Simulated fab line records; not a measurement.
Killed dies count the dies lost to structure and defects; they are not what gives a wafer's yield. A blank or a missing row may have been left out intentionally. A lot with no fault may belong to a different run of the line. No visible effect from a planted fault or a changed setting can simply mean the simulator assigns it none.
Check of tool commonality | flow ritCmos | Sample size 9 lots and 27 wafers

## WHY IT WAS OPENED
Of 9 lots, 1 have the reading SPACER_NITRIDE_THK flagged at RIT_SPACER_THK_MEAS_04. No-fault wafers: 250.3 nm, standard deviation 2.5.
Rule: a lot gets a flag if all its wafers with a number sit over 4 standard deviations from that mean, or if no wafer of it has a number. All remaining lots are regarded as sound.

lot  | measured    | on           | SPACER_NITRIDE_THK (nm), wafer by wafer | flag
L733 | day 2 21:25 | filmMetro-01 | 251.4 252.4 253.9                       | 
L734 | day 3 04:52 | filmMetro-03 | 245.6 245.0 247.6                       | 
L735 | day 3 09:14 | filmMetro-03 | 249.0 248.1 248.7                       | 
L736 | day 3 13:52 | filmMetro-03 | 252.9 251.5 253.9                       | 
L746 | day 5 15:45 | filmMetro-01 | 165.7 166.7 164.4                       | FLAGGED
L751 | day 6 15:54 | filmMetro-02 | 249.3 253.3 251.5                       | 
L752 | day 6 21:22 | filmMetro-02 | 249.5 250.0 250.5                       | 
L754 | day 7 08:53 | filmMetro-01 | 246.0 246.9 247.7                       | 
L756 | day 7 19:14 | filmMetro-01 | 252.0 250.0 249.5                       | 
On average the flagged lots' numbers are 165.6 nm, which is -84.7 nm against the usual, or -34 standard deviations.

## EACH LOT AND THE TOOL IT RAN ON
The record holds 2 process steps before the reading, out of a route of 202 steps. Cell contents, in order: the tool; ch with the chambers the sampled wafers went through; the start.
lot  | flag    | RIT_NLDD_STRIP_09                  | RIT_SPACER_CVD_03
L733 |         | plasmaAsher-02 ch 0,1, day 2 17:18 | lpcvd-02 ch 0, day 2 19:29
L734 |         | plasmaAsher-02 ch 0, day 3 00:47   | lpcvd-02 ch 1, day 3 02:56
L735 |         | plasmaAsher-03 ch 1, day 3 05:07   | lpcvd-01 ch 0, day 3 07:19
L736 |         | plasmaAsher-04 ch 1, day 3 09:47   | lpcvd-01 ch 0, day 3 11:56
L746 | FLAGGED | plasmaAsher-02 ch 0,1, day 5 11:50 | lpcvd-02 ch 1, day 5 13:49
L751 |         | plasmaAsher-04 ch 0,1, day 6 11:56 | lpcvd-01 ch 1, day 6 13:59
L752 |         | plasmaAsher-02 ch 0,1, day 6 17:18 | lpcvd-01 ch 1, day 6 19:27
L754 |         | plasmaAsher-03 ch 0,1, day 7 02:52 | lpcvd-01 ch 1, day 7 06:00
L756 |         | plasmaAsher-03 ch 0,1, day 7 14:20 | lpcvd-01 ch 0, day 7 16:21
What the steps here do:
- RIT_NLDD_STRIP_09: strips in O2, time 180 s.
- RIT_SPACER_CVD_03: deposits Si3N4 from SiH2Cl2/NH3, target thk 250 nm, time 3300 s.
- RIT_SPACER_THK_MEAS_04

## FLAGGED AGAINST TOTAL, ONE TOOL AT A TIME (gauges that did the reading follow at the end)
step                   | tool           | lots run | flagged | share of the flagged lots | sound lots run after its first flagged lot
RIT_NLDD_STRIP_09      | plasmaAsher-02 | 4        | 1       | all                       | 1 (L752)
RIT_NLDD_STRIP_09      | plasmaAsher-03 | 3        | 0       | none                      | -
RIT_NLDD_STRIP_09      | plasmaAsher-04 | 2        | 0       | none                      | -
RIT_SPACER_CVD_03      | lpcvd-01       | 6        | 0       | none                      | -
RIT_SPACER_CVD_03      | lpcvd-02       | 3        | 1       | all                       | 0
RIT_SPACER_THK_MEAS_04 | filmMetro-01   | 4        | 1       | all                       | 2 (L754,L756)
RIT_SPACER_THK_MEAS_04 | filmMetro-02   | 2        | 0       | none                      | -
RIT_SPACER_THK_MEAS_04 | filmMetro-03   | 3        | 0       | none                      | -

## WHAT IS ALLOWED BY THE TABLE
3 rows of the table ran every flagged lot: plasmaAsher-02 at RIT_NLDD_STRIP_09, lpcvd-02 at RIT_SPACER_CVD_03, filmMetro-01 at RIT_SPACER_THK_MEAS_04.
- plasmaAsher-02 at RIT_NLDD_STRIP_09: 1 of its 4 lots flagged. Sound lots ran on it after the first flagged one (L752), which a lasting fault on the whole tool wouldn't allow.
- lpcvd-02 at RIT_SPACER_CVD_03: 1 of its 3 lots flagged. A fault beginning between L734 (day 3 02:56), its last sound lot, and L746 (day 5 13:49), its first flagged one, fits the data.
- filmMetro-01 at RIT_SPACER_THK_MEAS_04: 1 of its 4 lots flagged. Sound lots ran on it after the first flagged one (L754, L756), which a lasting fault on the whole tool wouldn't allow.
lpcvd-02 at RIT_SPACER_CVD_03 is the single tool remaining.

## WHAT THE SIMULATOR HAD INSERTED
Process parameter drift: lpcvd-02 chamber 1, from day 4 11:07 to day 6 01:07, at RIT_SPACER_CVD_03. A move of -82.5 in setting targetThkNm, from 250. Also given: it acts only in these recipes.
Shown lots that were struck: L746. This agrees with what the rule above found.
